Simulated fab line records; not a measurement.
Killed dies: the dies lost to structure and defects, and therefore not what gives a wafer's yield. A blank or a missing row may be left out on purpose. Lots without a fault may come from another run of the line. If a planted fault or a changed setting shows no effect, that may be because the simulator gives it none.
fab line records ; flow rit-cmos
[record] lots = 6; wafers = 16; last-day = 7
route steps=202 shown M1@184
lots with no fault: from the same line, run without faults
start-h: hours from the record's opening day to when the first of the lot's shown wafers began ; wait-h: time in hours since the lot's previous step ; " repeats the value in the row above ; L1.1+2: a single row standing in for several wafers ; - value missing, or start not given ; * or withheld: withheld ; < > ~ a bound
route shown NAME@n: NAME is a module with steps in the file, n the number in the route of the first one ; usual: the fault-free wafers' mean and standard deviation ; same: alike in all rows ; chamber/n: place in a boat ; sites: readings site by site ; _std_site: standard deviation of those values ; _edge_site: inner sites' mean taken away from outer sites' mean ; radius-mm: how far each site lies from the wafer's centre ; mask NAME#n: copy n ; behind: the last tool/chamber to shape the wafer ; hold: the reason the lot was held/the length of the hold in hours/how it ended ; device: the transistor (n, p or np) that didn't switch ; end of line: the tests these same wafers got at the end of their route ; a step without rows: its recipe alone ; killed: the dies lost at the first sort to structure and to defects; this is not the yield of the wafer ; map: per-die view of a wafer (x killed, . not killed, _ where there is no die)
set.NAME: the run value of the setting; set.NAME@STEP: its run value at that earlier step ; model.NAME: the simulator's own value behind a step, which no gauge read
lots at some steps of the route; a table a step, a row a wafer
services: a tool's chamber out of use, with start hour (start-h, from the record's first day; less than 0 if before it), hours out, and reason
[[steps]]
[step RIT_M1_SPUTTER_00]
[recipe] material = Al; target-thk-nm = 400; power-w = 2000; chamber-pressure-pa = 0.4; gas = Ar; time-s = 500; substrate-temp-c = 25
[usual] throttle-valve-pct = 29.9/1.5
lot.wafer;tool;chamber;start-h;wait-h;throttle-valve-pct
L461.4;pvd-sputter-02;-;105.61;0.0;32.6
L461.5;pvd-sputter-02;-;105.61;0.0;32.6
L461.6;pvd-sputter-02;-;105.61;0.0;30.5
L462.2;pvd-sputter-01;-;112.90;0.0;31.2
L462.4;pvd-sputter-01;-;112.90;0.0;28.5
L462.6;pvd-sputter-01;-;112.90;0.0;31.1
L469.4;pvd-sputter-04;-;148.75;0.0;29.8
L469.5;pvd-sputter-04;-;148.75;0.0;28.2
L469.6;pvd-sputter-04;-;148.75;0.0;30.0
L470.1;pvd-sputter-01;-;151.40;0.0;28.8
L470.4;pvd-sputter-01;-;151.40;0.0;31.4
L472.2;pvd-sputter-01;-;164.08;0.0;28.7
L472.6;pvd-sputter-01;-;164.08;0.0;28.1
L474.2;pvd-sputter-01;-;173.09;0.0;28.6
L474.3;pvd-sputter-01;-;173.09;0.0;31.3
L474.6;pvd-sputter-01;-;173.09;0.0;29.0
[step RIT_M1_RS_MEAS_01]
[recipe] thk-meas-gauge = four-point-probe; reads = Al_of_M1_SPUTTER_00
[usual] M1_AL_RS = 0.0735/0.00073
lot.wafer;tool;chamber;start-h;wait-h;M1_AL_RS[ohm/sq]
L461.4;film-metro-02;-;105.96;0.2;0.0734
L461.5;film-metro-02;-;105.96;0.2;0.0736
L461.6;film-metro-02;-;105.96;0.2;0.0726
L462.2;film-metro-02;-;113.21;0.2;0.0737
L462.4;film-metro-02;-;113.21;0.2;0.0733
L462.6;film-metro-02;-;113.21;0.2;0.0731
L469.4;film-metro-02;-;149.11;0.2;0.0725
L469.5;film-metro-02;-;149.11;0.2;0.0737
L469.6;film-metro-02;-;149.11;0.2;0.0728
L470.1;film-metro-02;-;151.70;0.1;0.0747
L470.4;film-metro-02;-;151.70;0.1;0.0739
L472.2;film-metro-02;-;164.40;0.2;0.0747
L472.6;film-metro-02;-;164.40;0.2;0.0733
L474.2;film-metro-01;-;173.41;0.2;0.0746
L474.3;film-metro-01;-;173.41;0.2;0.0740
L474.6;film-metro-01;-;173.41;0.2;0.0741
[step RIT_M1_THK_MEAS_02]
[recipe] thk-meas-gauge = xrf; reads = Al_of_M1_SPUTTER_00
[usual] M1_AL_THK = 400/4.9
lot.wafer;tool;chamber;start-h;wait-h;M1_AL_THK[nm]
L461.4;film-metro-02;-;106.05;0.1;396
L461.5;film-metro-02;-;106.05;0.1;397
L461.6;film-metro-02;-;106.05;0.1;401
L462.2;film-metro-02;-;113.32;0.1;395
L462.4;film-metro-02;-;113.32;0.1;398
L462.6;film-metro-02;-;113.32;0.1;398
L469.4;film-metro-02;-;149.20;0.1;404
L469.5;film-metro-02;-;149.20;0.1;393
L469.6;film-metro-02;-;149.20;0.1;398
L470.1;film-metro-02;-;151.82;0.1;390
L470.4;film-metro-02;-;151.82;0.1;392
L472.2;film-metro-02;-;164.51;0.1;389
L472.6;film-metro-02;-;164.51;0.1;395
L474.2;film-metro-01;-;173.52;0.1;396
L474.3;film-metro-01;-;173.52;0.1;402
L474.6;film-metro-01;-;173.52;0.1;398
[step RIT_M1_HMDS_03]
[recipe] prime-time-s = 60; prime-temp-c = 140
[step RIT_M1_COAT_04]
[recipe] resist = NOVOLAK; spin-rpm = 2000; resist-thk-nm = 1300
[step RIT_M1_SOFTBAKE_05]
[recipe] resist = NOVOLAK; temp-c = 90; time-s = 60
[step RIT_M1_EXPOSE_06]
[recipe] mask-id = M12; na = 0.6; source-shape = conventional; sigma-outer = 0.5; target-cd-nm = 2600; dose-mj = 250
[step RIT_M1_PEB_07]
[recipe] resist = NOVOLAK; temp-c = withheld; time-s = withheld
[step RIT_M1_DEVELOP_08]
[recipe] resist = NOVOLAK; develop-time-s = 65.48; dev-temp-c = 23
[step RIT_M1_CD_MEAS_09]
[recipe] target-cd-nm = 2600
[usual] cd-nm = 2600.6/2.4
lot.wafer;tool;chamber;start-h;wait-h;cd-nm
L461.4;cd-sem-01;-;107.02;-;2601.7
L461.5;cd-sem-01;-;107.02;-;2599.7
L461.6;cd-sem-01;-;107.02;-;2601.8
L462.2;cd-sem-01;-;114.40;-;2596.6
L462.4;cd-sem-01;-;114.40;-;2596.9
L462.6;cd-sem-01;-;114.40;-;2596.4
L469.4;cd-sem-02;-;150.41;-;2602.3
L469.5;cd-sem-02;-;150.41;-;2601.5
L469.6;cd-sem-02;-;150.41;-;2602.2
L470.1;cd-sem-01;-;152.88;-;2600.4
L470.4;cd-sem-01;-;152.88;-;2601.4
L472.2;cd-sem-02;-;165.58;-;2601.0
L472.6;cd-sem-02;-;165.58;-;2602.6
L474.2;cd-sem-02;-;174.73;-;2597.8
L474.3;cd-sem-02;-;174.73;-;2597.9
L474.6;cd-sem-02;-;174.73;-;2598.2
[step RIT_M1_OVL_MEAS_10]
[usual] M1_OVL = -0.7/1.2
lot.wafer;tool;chamber;start-h;wait-h;M1_OVL[nm]
L461.4;overlay-01;-;107.10;0.1;0.4
L461.5;overlay-01;-;107.10;0.1;-0.7
L461.6;overlay-01;-;107.10;0.1;0.0
L462.2;overlay-02;-;114.50;0.1;0.0
L462.4;overlay-02;-;114.50;0.1;-2.4
L462.6;overlay-02;-;114.50;0.1;0.3
L469.4;overlay-02;-;150.48;0.1;0.1
L469.5;overlay-02;-;150.48;0.1;-0.3
L469.6;overlay-02;-;150.48;0.1;-0.7
L470.1;overlay-01;-;153.00;0.1;0.1
L470.4;overlay-01;-;153.00;0.1;0.5
L472.2;overlay-01;-;165.69;0.1;-1.1
L472.6;overlay-01;-;165.69;0.1;-1.2
L474.2;overlay-02;-;174.84;0.1;-1.0
L474.3;overlay-02;-;174.84;0.1;-2.3
L474.6;overlay-02;-;174.84;0.1;0.3
[step RIT_M1_HARDBAKE_11]
[recipe] resist = NOVOLAK; temp-c = 140; time-s = 120
[step RIT_M1_METAL_ETCH_12]
[recipe] stop-on = SiO2; chemistry = Cl2/BCl3; target = Al; time-s = 165; over-etch-frac = 0.5; pressure-mtorr = 100; target-depth-a = 6000; rf-w = 250; Cl2_flow_sccm = 60; bcl3-flow-sccm = 50
[usual] drypump-motor-current-A = 6.1/0.41; mfc-cl2-sccm = 60.00/0.17; oes-product-au = 0.775/0.016; rf-fwd-power-W = 248.9/0.82; throttle-valve-pct = 8.25/0.15
lot.wafer;tool;chamber;start-h;wait-h;drypump-motor-current-A;mfc-cl2-sccm;oes-product-au;rf-fwd-power-W;rf-hours-counter-h;throttle-valve-pct
L461.4;rie-metal-04;0;107.44;0.1;6.3;60.10;0.796;248.4;-;8.22
L461.5;rie-metal-04;0;107.44;0.1;6.3;60.40;0.785;248.7;-;8.21
L461.6;rie-metal-04;1;107.44;0.1;6.0;60.00;0.801;249.6;-;8.33
L462.2;rie-metal-02;0;114.78;0.2;6.5;60.01;0.757;248.4;5;8.05
L462.4;rie-metal-02;1;114.78;0.2;6.4;59.81;0.765;248.7;-;8.26
L462.6;rie-metal-02;0;114.78;0.2;6.4;59.99;0.755;248.9;-;8.07
L469.4;rie-metal-02;0;150.81;0.1;6.4;60.06;0.768;248.4;-;8.04
L469.5;rie-metal-02;1;150.81;0.1;6.3;59.79;0.765;247.9;-;8.26
L469.6;rie-metal-02;0;150.81;0.1;6.5;60.40;0.769;247.9;-;8.06
L470.1;rie-metal-04;0;153.29;0.2;6.3;59.75;0.786;249.2;3;8.23
L470.4;rie-metal-04;0;153.29;0.2;6.3;59.42;0.783;250.0;-;8.21
L472.2;rie-metal-04;0;166.09;0.2;6.2;59.99;0.781;247.8;4;8.22
L472.6;rie-metal-04;0;166.09;0.2;6.3;60.19;0.796;247.5;-;8.22
L474.2;rie-metal-03;0;175.17;0.2;6.1;59.94;0.767;248.4;0;8.55
L474.3;rie-metal-03;0;175.17;0.2;6.1;59.74;0.775;248.9;-;8.54
L474.6;rie-metal-03;0;175.17;0.2;6.1;59.99;0.774;248.0;-;8.54
[step RIT_M1_STRIP_13]
[recipe] chemistry = nmp; resist = NOVOLAK; temp-c = 80; time-s = 600; dry = n2-spin
[step RIT_M1_STRIP_14]
[recipe] chemistry = O2; time-s = 180; platen-temp-c = withheld; power-w = 500; pressure-mtorr = 4000; o2-flow-sccm = 4000
[usual] drypump-motor-current-A = 5.70/0.24; o2-flow-sccm = 4001/13; rf-refl-power-W = 7.2/1.3
lot.wafer;tool;chamber;start-h;wait-h;drypump-motor-current-A;o2-flow-sccm;rf-hours-counter-h;rf-refl-power-W
L461.4;plasma-asher-04;0;107.78;0.1;5.55;4014;-;8.7
L461.5;plasma-asher-04;0;107.78;0.1;5.54;3999;-;8.5
L461.6;plasma-asher-04;1;107.78;0.1;5.73;4006;-;10.1
L462.2;plasma-asher-01;1;115.12;0.0;5.54;4024;48;6.2
L462.4;plasma-asher-01;1;115.12;0.0;5.52;4010;-;6.4
L462.6;plasma-asher-01;1;115.12;0.0;5.53;3989;-;6.1
L469.4;plasma-asher-02;1;151.15;0.1;5.81;3997;-;8.1
L469.5;plasma-asher-02;1;151.15;0.1;5.79;3993;-;7.8
L469.6;plasma-asher-02;0;151.15;0.1;5.49;4001;-;5.6
L470.1;plasma-asher-02;0;153.63;0.0;5.54;3994;53;5.6
L470.4;plasma-asher-02;0;153.63;0.0;5.51;4003;-;5.7
L472.2;plasma-asher-01;1;166.50;0.0;5.55;4007;54;6.1
L472.6;plasma-asher-01;1;166.50;0.0;5.56;4020;-;5.9
L474.2;plasma-asher-01;0;175.51;0.0;6.24;4021;55;8.1
L474.3;plasma-asher-01;1;175.51;0.0;5.53;4005;-;6.3
L474.6;plasma-asher-01;0;175.51;0.0;6.25;4014;-;8.1
[step RIT_M1_CD_MEAS_90]
[recipe] target-cd-nm = 2600
[usual] cd-nm = 2600/3.2
lot.wafer;tool;chamber;start-h;wait-h;cd-nm
L461.4;cd-sem-01;-;107.96;0.1;2600
L461.5;cd-sem-01;-;107.96;0.1;2597
L461.6;cd-sem-01;-;107.96;0.1;2598
L462.2;cd-sem-02;-;115.32;0.1;2598
L462.4;cd-sem-02;-;115.32;0.1;2598
L462.6;cd-sem-02;-;115.32;0.1;2598
L469.4;cd-sem-02;-;151.32;0.1;2604
L469.5;cd-sem-02;-;151.32;0.1;2603
L469.6;cd-sem-02;-;151.32;0.1;2602
L470.1;cd-sem-02;-;153.80;0.1;2601
L470.4;cd-sem-02;-;153.80;0.1;2602
L472.2;cd-sem-02;-;166.70;0.1;2598
L472.6;cd-sem-02;-;166.70;0.1;2602
L474.2;cd-sem-01;-;175.70;0.1;2598
L474.3;cd-sem-01;-;175.70;0.1;2598
L474.6;cd-sem-01;-;175.70;0.1;2599
[step RIT_M1_ANNEAL_15]
[recipe] temp-c = 446.5; time-s = 1800; ambient = forming_gas_H2N2
[step RIT_M1_BOW_MEAS_16]
[recipe] mode = bow
[usual] M1_BOW = 17/6.5
lot.wafer;tool;chamber;start-h;wait-h;M1_BOW[um]
L461.4;film-metro-02;-;109.58;0.1;20
L461.5;film-metro-02;-;109.58;0.1;21
L461.6;film-metro-02;-;109.58;0.1;18
L462.2;film-metro-02;-;116.94;0.0;11
L462.4;film-metro-02;-;116.94;0.0;26
L462.6;film-metro-02;-;116.94;0.0;22
L469.4;film-metro-04;-;152.94;0.1;14
L469.5;film-metro-04;-;152.94;0.1;21
L469.6;film-metro-04;-;152.94;0.1;9
L470.1;film-metro-02;-;155.42;0.0;16
L470.4;film-metro-02;-;155.42;0.0;18
L472.2;film-metro-04;-;168.32;0.0;11
L472.6;film-metro-04;-;168.32;0.0;12
L474.2;film-metro-02;-;177.32;0.0;17
L474.3;film-metro-02;-;177.32;0.0;25
L474.6;film-metro-02;-;177.32;0.0;23
[step RIT_M1_PROBE_99]
[usual] killed_at_M0_to_M3 = 0.0/0.083; killed-at-front-end = 7/3; killed-dies = 7/3.1; killed-open = 3.4/2.1; killed-short = 3.4/2
[same] gross-dies = 264; killed_at_M4_up = 0; killed-at-back-side = 0; killed-at-contacts = 0; killed-at-other = 0
lot.wafer;tool;chamber;start-h;wait-h;killed_at_M0_to_M3;killed-at-front-end;killed-dies;killed-open;killed-short;model.etest.contact-to-gate.bv-right-v;model.etest.contact-to-gate.bv-left-v
L461.4;prober-01;-;109.79;0.2;0;13;13;9;4;89.38;90.5
L461.5;prober-01;-;109.84;0.2;0;10;10;7;3;92.09;92.26
L461.6;prober-01;-;109.89;0.2;0;6;6;4;2;93.29;92.72
L462.2;prober-02;-;117.09;0.1;0;3;3;2;1;89.64;90.18
L462.4;prober-02;-;117.19;0.2;0;3;3;1;2;87.86;91.25
L462.6;prober-02;-;117.29;0.2;0;7;7;5;2;89.78;87.63
L469.4;prober-01;-;153.15;0.2;0;11;11;5;6;89.02;89.23
L469.5;prober-01;-;153.20;0.2;0;6;6;2;4;88.71;91.65
L469.6;prober-01;-;153.25;0.2;0;7;7;5;2;86.6;87.16
L470.1;prober-02;-;155.54;0.1;3;6;9;2;4;168.6;18.7
L470.4;prober-02;-;155.69;0.2;0;4;4;3;1;166.6;16.34
L472.2;prober-02;-;168.47;0.1;0;7;7;3;4;165.2;13.56
L472.6;prober-02;-;168.67;0.2;1;10;11;8;2;165.4;15.4
L474.2;prober-02;-;177.47;0.1;0;7;7;3;4;88.4;90.99
L474.3;prober-02;-;177.52;0.2;0;2;2;2;0;89.87;91.17
L474.6;prober-02;-;177.67;0.2;0;6;6;4;2;88.1;85.92
// killed by level:class
L461.4 GATE:geometric-particle:open=4 SILICIDE:geometric-particle:open=4 ACTIVE:geometric-particle:open=1 FOX2:geometric-particle:short=1 GATE:geometric-particle:short=1 REOX:geometric-particle:short=1 SILICIDE:geometric-particle:short=1
L461.5 GATE:geometric-particle:open=4 GATE:geometric-particle:short=2 SPACER:geometric-particle:open=2 FOX2:geometric-particle:open=1 FOX2:geometric-particle:short=1
L461.6 GATE:geometric-particle:open=3 FOX2:geometric-particle:short=1 SPACER:geometric-particle:open=1 SILICIDE:geometric-particle:short=1
L462.2 FOX1:geometric-particle:short=1 FOX2:geometric-particle:open=1 GATE:geometric-particle:open=1
L462.4 FOX1:geometric-particle:short=1 FOX1:geometric-particle:open=1 GATE:geometric-particle:short=1
L462.6 GATE:geometric-particle:open=3 FOX1:geometric-particle:open=1 FOX1:geometric-particle:short=1 GATE:geometric-particle:short=1 SPACER:geometric-particle:open=1
L469.4 GATE:geometric-particle:short=4 GATE:geometric-particle:open=4 FOX1:geometric-particle:short=1 REOX:geometric-particle:open=1 SILICIDE:geometric-particle:short=1
L469.5 SILICIDE:geometric-particle:short=3 GATE:geometric-particle:open=2 GATE:geometric-particle:short=1
L469.6 GATE:geometric-particle:open=4 GATE:geometric-particle:short=2 SILICIDE:geometric-particle:open=1
L470.1 M1:unspecified=3 GATE:geometric-particle:short=2 FOX2:geometric-particle:short=1 GATE:geometric-particle:open=1 REOX:geometric-particle:short=1 REOX:geometric-particle:open=1
L470.4 GATE:geometric-particle:short=1 GATE:geometric-particle:open=1 REOX:geometric-particle:open=1 SPACER:geometric-particle:open=1
L472.2 REOX:geometric-particle:open=2 FOX1:geometric-particle:short=1 GATE:geometric-particle:open=1 GATE:geometric-particle:short=1 REOX:geometric-particle:short=1 SILICIDE:geometric-particle:short=1
L472.6 GATE:geometric-particle:open=4 FOX1:geometric-particle:open=2 REOX:geometric-particle:short=1 REOX:geometric-particle:open=1 SPACER:geometric-particle:short=1 SILICIDE:geometric-particle:open=1 M1:unspecified=1
L474.2 GATE:geometric-particle:open=3 GATE:geometric-particle:short=2 FOX1:geometric-particle:short=1 FOX2:geometric-particle:short=1
L474.3 FOX1:geometric-particle:open=1 REOX:geometric-particle:open=1
L474.6 SILICIDE:geometric-particle:open=2 FOX1:geometric-particle:open=1 GATE:geometric-particle:short=1 REOX:geometric-particle:open=1 SPACER:geometric-particle:short=1
[[services]]
tool;chamber;start-h;hours;kind
pvd-sputter-01;-;85.88;3.1;repair
plasma-asher-02;-;128.20;0.5;repair
pvd-sputter-02;-;133.18;21.3;repair
rie-metal-03;-;136.12;20.0;pm
rie-metal-03;0;136.12;20.0;vent-cycle
rie-metal-03;1;136.12;20.0;vent-cycle
rie-metal-02;1;140.00;1.1;repair
rie-metal-02;-;154.38;14.6;pm
plasma-asher-02;-;154.47;3.4;repair
rie-metal-03;0;156.12;-;clean
rie-metal-03;1;156.12;-;clean
plasma-asher-02;-;166.13;0.9;repair
pvd-sputter-04;-;166.23;3.1;repair
[[key]]
first-sign none at tools or gauges
[model-effect] step = RIT_M1_PROBE_99; value = etest.contact-to-gate.bv-right-v; without = 91.45; struck = 166.5
met-at RIT_M1_METAL_ETCH_12
struck-wafers L470.1,L470.4,L472.2,L472.6
tester-left-out L470,L472
onset-between 107.44 153.29
[earlier-fault] kind = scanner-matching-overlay; tool = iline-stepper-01; chamber = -; onset-h = 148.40; steps = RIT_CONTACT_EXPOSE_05; offset = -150
[fault] kind = chamber-particle-source; tool = rie-metal-04; chamber = 0; onset-h = 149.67; steps = RIT_M1_METAL_ETCH_12; rate-per-visit-cm2 = 0.014385
// tester-left-out: of these lots the tester's yield and bins aren't shown, on N5 and GAA mostly nor the transistor test; their killed dies are dies lost to structure and defects alone, not to doping, threshold or leakage, so they don't give the yield
